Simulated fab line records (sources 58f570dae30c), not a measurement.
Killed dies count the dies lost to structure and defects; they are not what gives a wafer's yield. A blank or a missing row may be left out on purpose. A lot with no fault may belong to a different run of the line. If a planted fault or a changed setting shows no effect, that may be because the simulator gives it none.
Which tool is to blame? | flow berkeleyCmos170 | 7 lots with 21 wafers sampled at 2 steps, on a route of 331 steps

WHAT THE GAUGES SHOWED, per wafer
UCB170_NLDD_OVL_MEAS_07.
lot  | measured     | on         | NLDD_OVL (nm)
L409 | day 7 15:10  | overlay-02 | 2 0 -7
L417 | day 9 05:05  | overlay-02 | -5 -2 -2
L419 | day 9 10:56  | overlay-01 | -1 2 2
L422 | day 10 19:20 | overlay-01 | -9 -7 -3
L424 | day 11 01:09 | overlay-02 | -9 -3 2
L429 | day 12 04:43 | overlay-01 | 310 315 318
L432 | day 12 14:33 | overlay-02 | -5 -10 -10

WHAT TOOL EACH LOT RAN ON (gives the tool, then ch and the chambers of the sampled wafers, and finally the start)
lot  | UCB170_NLDD_EXPOSE_03
L409 | krfScanner-01 ch 0, day 7 14:14
L417 | krfScanner-01 ch 0, day 9 04:33
L419 | krfScanner-02 ch 0, day 9 10:25
L422 | krfScanner-01 ch 0, day 10 18:50
L424 | krfScanner-02 ch 0, day 11 00:40
L429 | krfScanner-02 ch 0, day 12 03:36
L432 | krfScanner-01 ch 0, day 12 13:49
- UCB170_NLDD_EXPOSE_03: exposes mask NSELECT, target cd 1200 nm.

THE ANSWER, worked out from the rows above alone
Rule: usual is defined by the lots themselves. Put in order of their means at a reading, lots are off if they are a third of the lots or fewer, leave a main group of 4 or more, and stand apart from it by a gap of 3 or more times the standard deviation of the main group's means; of several such gaps the widest counts. A main group whose means are all the same, to the digits that the tables above print for the reading, isn't used. Also off: a lot with no number at a reading for which 4 or more lots have one. The other lots that the step has rows for count as sound.
Off: at UCB170_NLDD_OVL_MEAS_07 (NLDD_OVL), L429. The main group has a mean of -4 nm with a standard deviation of 3.
If a tool, at a process step before that reading, ran all the lots that are off and no sound lot after the first of them, it fits. Those tools and the gauges at UCB170_NLDD_OVL_MEAS_07 are tried in the same way. Can't be told from this: 2 tools fit, krfScanner-02 at UCB170_NLDD_EXPOSE_03, overlay-01 at UCB170_NLDD_OVL_MEAS_07.

WHAT THE SIMULATOR PUT IN
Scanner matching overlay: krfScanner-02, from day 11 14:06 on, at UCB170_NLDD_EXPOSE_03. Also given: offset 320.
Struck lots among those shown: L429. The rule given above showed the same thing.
